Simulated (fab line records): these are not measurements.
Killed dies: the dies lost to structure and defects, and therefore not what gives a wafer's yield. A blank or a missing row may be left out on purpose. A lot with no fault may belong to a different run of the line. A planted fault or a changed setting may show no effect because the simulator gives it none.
A single fault, viewed from 2 desks	flow rit cmos	what lay behind the numbers comes last; until then each desk has only its own

THE TOOL OWNER'S DESK: litho track-04
The tool's own readings at RIT_PWELL_COAT_01 (resist thk 1300 nm): means of the sampled wafers that have a number, for each lot that ran on this tool. Marked OUT: a lot whose mean sits more than 4 standard deviations from the usual mean, which makes it out of limits; the brackets give that distance.
Columns: A = exhaust pa at RIT_PWELL_COAT_01, usual 45.0 Pa; B = resist line temp C at RIT_PWELL_COAT_01, usual 22.99 C
lot	first seen here	A	B
L603	day 3 18:14	45.6	23.08
L606	day 4 10:51	46.2	22.94
L607	day 4 16:01	44.0	23.06
This desk's verdict: no lot among the 3 shows anything out of limits.

METROLOGY DESK
Means of the sampled wafers that have a number, per lot and without regard to the tool the lot ran on: this is what the gauges read. Marked OUT: a lot whose mean sits more than 4 standard deviations from the usual mean, which makes it out of limits; the brackets give that distance.
Columns: A = NWELL_OVL at RIT_NWELL_OVL_MEAS_06, usual -0.8 nm; B = NWELL_TW at RIT_NWELL_TW_MEAS_10, usual 2141; C = PWELL_OVL at RIT_PWELL_OVL_MEAS_06, usual -1.6 nm
lot	first seen here	A	B	C
L596	day 2 10:21	-1.6	2155	-0.9
L603	day 3 17:23	-0.6	2175	-2.2
L605	day 4 04:56	-0.7	2143	-1.2
L606	day 4 10:02	0.2	2171	-1.1
L607	day 4 15:04	-0.1	2144	-2.6
L612	day 5 15:02	-1.0	2160	-1.4
This desk's verdict: no lot among the 6 shows anything out of limits.

BROUGHT TOGETHER
The desk of the tool owner found nothing out of limits.
Metrology desk: nothing out of limits seen.

WHAT THE SIMULATOR HAD INSERTED
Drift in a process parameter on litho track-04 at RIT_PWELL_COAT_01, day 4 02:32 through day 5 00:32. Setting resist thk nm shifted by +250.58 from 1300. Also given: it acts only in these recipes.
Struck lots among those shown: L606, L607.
